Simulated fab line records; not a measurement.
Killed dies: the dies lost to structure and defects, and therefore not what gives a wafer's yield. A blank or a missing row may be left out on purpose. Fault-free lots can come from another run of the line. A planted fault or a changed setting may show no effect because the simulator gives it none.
A single fault, viewed from 2 desks    flow berkeleyCmos170    numbers are kept per desk, each desk with only its own; the story behind them comes last

AT THE METROLOGY DESK
What the gauges read for every lot (on any tool): the sampled wafers with a number, averaged. The brackets show how far a lot's mean lies from the usual mean; more than 4 standard deviations puts the lot out of limits, marked OUT.
Columns: A = PWELL_OVL at UCB170_PWELL_OVL_MEAS_13, usual 0 nm; B = PVT_OVL at UCB170_PVT_OVL_MEAS_06, usual -4 nm
lot   first seen here  A   B
L317  day 3 09:47      5   -2
L320  day 4 06:53      -1  -8
L319  day 4 07:05      -4  -12
L321  day 4 08:08      -2  -5
L322  day 4 08:25      6   -7
L324  day 4 13:53      5   -3
L327  day 5 06:11      2   1
L329  day 5 14:11      1   -7
L328  day 5 14:13      2   -8
L336  day 7 07:53      -4  -2
L338  day 8 03:06      3   -7
L339  day 8 03:22      -4  -1
L340  day 8 12:56      -3  -4
Result from this desk: across the 13 lots, nothing is out of limits.

DESK OF THE TOOL OWNER: plasmaAsher-01
The tool's own readings at UCB170_PWELL_STRIP_16 (strips in O2): means of the sampled wafers that have a number, for each lot that ran on this tool. The brackets show how far a lot's mean lies from the usual mean; more than 4 standard deviations puts the lot out of limits, marked OUT.
Columns: A = chamberPressureMTorr at UCB170_PWELL_STRIP_16, usual 3500.1 mTorr; B = drypumpMotorCurrentA at UCB170_PWELL_STRIP_16, usual 5.5 A; C = oesProductAu at UCB170_PWELL_STRIP_16, usual 0.720 a.u.; D = stripTimeToEndpointS at UCB170_PWELL_STRIP_16, usual 18.01 s
lot   first seen here  A       B    C      D
L319  day 4 07:22      3497.1  5.6  0.717  18.07
L321  day 4 08:25      3497.5  5.6  0.718  18.04
L327  day 5 06:30      3501.0  5.9  0.717  17.96
L328  day 5 14:32      3501.5  5.9  0.720  17.92
Result from this desk: across the 4 lots, nothing is out of limits.

BROUGHT TOGETHER
Metrology desk: nothing out of limits seen.
The desk of the tool owner found nothing out of limits.

WHAT THE SIMULATOR HAD INSERTED
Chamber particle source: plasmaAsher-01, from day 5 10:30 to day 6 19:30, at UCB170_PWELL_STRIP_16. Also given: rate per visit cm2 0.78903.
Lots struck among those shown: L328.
